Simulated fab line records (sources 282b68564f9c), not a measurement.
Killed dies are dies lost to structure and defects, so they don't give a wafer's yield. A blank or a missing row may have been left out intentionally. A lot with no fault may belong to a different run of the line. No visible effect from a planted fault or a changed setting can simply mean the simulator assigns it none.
Split-lot trial ; flow rit-cmos ; 23 wafers read from 5 lots, route of 202 steps

== ON THE SPLIT ==
At RIT_PLDD_IMPLANT_08, the setting energy-kev was moved away from the recipe's 20 on 7 of the 23 wafers read, by -3.6% to +4.2%. The other wafers ran this setting at the recipe's value.

Reading taken at the split's own step.

== THE READING ==
In nm, at RIT_PLDD_IMPLANT_08: implant.drp-nm, which is the simulator's own figure and was read by no gauge. The file gives no usual value for it.

wafer;tool, chamber at the split;energy-kev as run;against the recipe;implant.drp-nm, nm;against lot-mates on the recipe
L077.2;implanter-02, 0;20;recipe;9.752;-
L077.3;implanter-02, 0;20;recipe;9.752;-
L077.5;implanter-02, 0;20;recipe;9.752;-
L080.1;implanter-01, 0;20;recipe;9.752;-
L080.4;implanter-01, 0;20;recipe;9.752;-
L080.2;implanter-01, 0;20.85;+4.2%;10.04;+0.288
L080.3;implanter-01, 0;20.85;+4.2%;10.04;+0.288
L080.5;implanter-01, 0;20.85;+4.2%;10.04;+0.288
L083.1;implanter-01, 0;20;recipe;9.752;-
L083.3;implanter-01, 0;20;recipe;9.752;-
L083.5;implanter-01, 0;20;recipe;9.752;-
L083.2;implanter-01, 0;20.8;+4.0%;10.02;+0.268
L083.4;implanter-01, 0;20.8;+4.0%;10.02;+0.268
L084.1;implanter-02, 0;20;recipe;9.752;-
L084.3;implanter-02, 0;20;recipe;9.752;-
L084.4;implanter-02, 0;20;recipe;9.752;-
L084.5;implanter-02, 0;20;recipe;9.752;-
L084.6;implanter-02, 0;20;recipe;9.752;-
L085.1;implanter-02, 0;20;recipe;9.752;-
L085.5;implanter-02, 0;20;recipe;9.752;-
L085.6;implanter-02, 0;20;recipe;9.752;-
L085.3;implanter-02, 0;19.29;-3.6%;9.507;-0.245
L085.4;implanter-02, 0;19.29;-3.6%;9.507;-0.245

THE FIT
A straight line over all 23 wafers: implant.drp-nm changes by +0.0679 nm for each +1% of energy-kev; r = +1.00; the points scatter about the line by 0.0015 nm.
The same after taking each lot's own level away (the mean of its wafers on the recipe; 23 wafers): +0.0679 nm for each +1%; r = +1.00; scatter 0.0015 nm.
The reading moves by 0.29 nm for the largest change in energy-kev, on that fit.
The lots' own levels span 9.7520 to 9.7520 nm.
Hence the lot-to-lot level has little effect on the slope; both slopes agree.
Check: +0.288 nm against its lot-mates is what the line predicts for one of the wafers moved furthest among these (+4.2%) when that wafer is left out of the fit. Against them it came out at +0.288 nm.

== THE OTHER SPLITS THESE WAFERS WENT THROUGH ==
Note: prior to the reading, these wafers also went through further splits. Each is held against what the fit with the lots' levels taken away leaves over:
other split on the same wafers;wafers away from the commonest value;r with implant.drp-nm (lot level and that fit taken away)
RIT_ACTIVE_CVD_03 nh3-flow-sccm;15;-0.18
RIT_ACTIVE_ETCH_13 rf-w;10;-0.22
RIT_FOX1_WET_ETCH_02 time-s;15;-0.30
RIT_PWELL_COAT_01 resist-thk-nm;7;-0.11
RIT_PWELL_SOFTBAKE_02 temp-c;8;-0.10
RIT_PWELL_IMPLANT_08 dose-cm2;11;+0.22
RIT_PRETRO_IMPLANT_08 energy-kev;10;+0.24
RIT_GATE_EXPOSE_13 dose-mj;7;-0.26
RIT_NLDD_COAT_01 resist-thk-nm;7;-0.11
RIT_NLDD_IMPLANT_08 energy-kev;7;-0.14

== FILE'S OWN FIT ==
implant.drp-nm changes by +0.0683 nm for each +1% of energy-kev, r = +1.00.
